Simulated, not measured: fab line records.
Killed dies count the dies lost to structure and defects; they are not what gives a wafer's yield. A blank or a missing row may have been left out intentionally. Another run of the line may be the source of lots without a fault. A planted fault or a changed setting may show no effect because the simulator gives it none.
Problem report, 8D (eight disciplines) form, completed by code :: flow berkeleyCmos170 :: the parts of the form that need people (team, actions taken, sign-off) are left out

1. WHAT WENT WRONG
PFIELD_TW at UCB170_PFIELD_TW_MEAS_09 reads a mean of 476 on 6 wafers of 2 lots; wafers without a fault read 592 with a standard deviation of 4.5. Relative to the usual mean, that is a shift of -26 standard deviations.
First observed at day 7 23:50: wafer L889.1, on filmMetro-01. The record has a number at this step for 42 wafers belonging to 14 lots. The rule behind "out" and "out of limits": a value lying over 4 standard deviations away from the usual mean. The other wafers with a number count as sound.

2. WHAT IT IS, AND WHAT IT ISN'T
question: which readings at this step
is: PFIELD_TW
is not: -

question: which lots
is: L889, L891
is not: L872, L873, L874, L875, L876, L877, L878, L880, L881, L887, L888, L895

question: which wafers of those lots
is: all that have a number
is not: -

question: read on which gauges
is: filmMetro-01
is not: filmMetro-03, filmMetro-04

question: when
is: from day 7 23:50
is not: up to then (33 sound wafers); but 3 sound wafers of L895 came after

3. THE SUSPECTS, EACH WITH WHAT RULES IT OUT
Counting: any tool at a process step up to the reading is kept as a suspect provided that every lot that is out went through it and no sound lot did after the first of them.
- the gauge at UCB170_PFIELD_TW_MEAS_09: ruled out. All the wafers that are out were read on filmMetro-01, but those of them that UCB170_PFIELD_IMPLANT_07 has rows for are out there too, on other tools.
- implanter-01 at UCB170_PFIELD_IMPLANT_07: kept. Every lot that is out went through it, starting with L889 (day 7 23:35), and after that it ran no sound lot; the last sound lot it ran before then is L888 (day 7 13:52). Its own readings are out on those wafers: doseIonsCm2, faradayCurrentUA.
Left after counting: implanter-01 at UCB170_PFIELD_IMPLANT_07.

4. THE CAUSE (what the simulator had put in)
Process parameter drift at UCB170_PFIELD_IMPLANT_07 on implanter-01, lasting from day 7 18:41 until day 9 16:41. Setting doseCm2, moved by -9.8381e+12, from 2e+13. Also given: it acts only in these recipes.
This tool alone remained once counting was done.

5. THE EFFECT CHAIN, in route order
Each row: a reading where the mean over the struck wafers with a number is more than 3 standard deviations away from the usual. Readings are gone through only where the record gives a usual standard deviation; hours: the median, over the lots, of the time from a lot's start at the first step in this table giving one to that lot's start at this step; sigmas: the change measured in usual standard deviations.
hours: 0
step: UCB170_PFIELD_IMPLANT_07
reading: doseIonsCm2
usual: 2.0007e+13
on struck wafers: 1.0166e+13
change: -9.8407e+12
sigmas: -99 or more

hours: 0
step: UCB170_PFIELD_IMPLANT_07
reading: faradayCurrentUA
usual: 63.3
on struck wafers: 32.2
change: -31.1
sigmas: -24

hours: 0
step: UCB170_PFIELD_TW_MEAS_09
reading: PFIELD_TW
usual: 592
on struck wafers: 476
change: -116
sigmas: -26
Its process steps:
- UCB170_PFIELD_IMPLANT_07
Later steps that measure or inspect, where all struck wafers having a row at the step show a number for every such reading and not one has moved that far: UCB170_PVT_TW_MEAS_09, UCB170_PLDD_CD_MEAS_06.

6. HOW IT WOULD HAVE BEEN CAUGHT EARLIER
In this record the first reading out of limits at a measuring or inspecting step was taken at day 7 23:50, 5 hours after the fault began at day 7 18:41.
The tool's own readings at UCB170_PFIELD_IMPLANT_07 were out on every struck wafer that the step has a row for (doseIonsCm2, faradayCurrentUA): an alarm limit on them would have fired on the first of those.
L891, from the lots that are out (2), started UCB170_PFIELD_IMPLANT_07 on implanter-01 later than day 7 23:50. Holding the tool at that time would have saved it.
